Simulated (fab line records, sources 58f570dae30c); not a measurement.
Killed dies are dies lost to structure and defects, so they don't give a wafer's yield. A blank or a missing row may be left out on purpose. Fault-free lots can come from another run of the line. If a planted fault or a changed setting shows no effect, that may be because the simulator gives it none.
Code-filled problem report in 8D (eight disciplines) form ; flow berkeley_cmos170 ; the parts of the form that need people (team, actions taken, sign-off) are left out

## 1. THE PROBLEM
On 3 wafers of 1 lot, exposure_dose_mJ_cm2 at UCB170_M1_EXPOSE_06 has a mean of 20.862; fault-free wafers read 20.995, standard deviation 0.02. That is -6.6 standard deviations from the usual mean.
The step: exposes mask METAL1, target cd 700 nm.
First observed at day 9 06:37: wafer L958.1, on krf_scanner-02. The record has a number at this step for 33 wafers belonging to 11 lots. Rule for "out", or "out of limits": more than 4 standard deviations from the usual mean. All remaining wafers that have a number are taken as sound.

## 2. WHAT IT IS, WHAT IT ISN'T
question;is;is not
which readings at this step;exposure_dose_mJ_cm2;-
which lots;L958;L951, L952, L953, L954, L965, L966, L967, L969, L971, L974
which wafers of those lots;all that have a number;-
read on which tools;krf_scanner-02;krf_scanner-01
when;from day 9 06:37;"up to then (12 sound wafers); but 18 sound wafers of L965, L966, L967, L969, L971, L974 came after"

## 3. THE SUSPECTS, EACH WITH WHAT RULES IT OUT
Counting: any tool at a process step up to the reading is kept as a suspect provided that every lot that is out went through it and no sound lot did after the first of them.
- plasma_asher-03 at UCB170_PFIELD_STRIP_08 (strips in O2): ruled out as a lasting fault. Following L958 (day 6 04:00), the first lot on it that is out, the sound lots L966, L969 were run on it.
- rie_diel-03 at UCB170_GATE_ETCH_14 (etches BARC in N2/H2): ruled out as a lasting fault. Following L958 (day 8 00:01), the first lot on it that is out, the sound lots L966, L969 were run on it.
- krf_scanner-02 at UCB170_M1_EXPOSE_06 (exposes mask METAL1, target cd 700 nm): kept. It ran the lot that is out, L958 (day 9 06:37), and no sound lot after that; its last sound lot up to then is L952 (day 8 01:05). Its own exposure_dose_mJ_cm2 readings are out on those wafers.
After counting, what remains is krf_scanner-02 at UCB170_M1_EXPOSE_06.

## 4. THE CAUSE (what the simulator had put in)
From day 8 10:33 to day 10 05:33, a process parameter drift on krf_scanner-02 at UCB170_M1_EXPOSE_06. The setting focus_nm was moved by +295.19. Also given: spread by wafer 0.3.
This tool alone remained once counting was done.

## 5. THE EFFECT CHAIN, in route order
One row per reading whose mean, taken over the struck wafers that have a number, lies over 3 standard deviations from the usual. Only readings whose record carries a usual standard deviation are examined. hours: median over the lots of the time between each lot's start at the first step of this table that gives one and its start at this step. sigmas: the change, counted in usual standard deviations.
hours;step;reading;usual;on struck wafers;change;sigmas
0;UCB170_M1_EXPOSE_06;exposure_dose_mJ_cm2;20.995;20.862;-0.133;-6.6
Process steps it contains:
- UCB170_M1_EXPOSE_06: exposes mask METAL1, target cd 700 nm.
Later steps that measure or inspect, where all struck wafers having a row at the step show a number for every such reading and not one has moved that far: UCB170_V1_BOW_MEAS_03.

## 6. HOW IT WOULD HAVE BEEN CAUGHT EARLIER
The fault began at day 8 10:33; the first out-of-limits reading in this record came at day 9 06:37, 20 hours later.
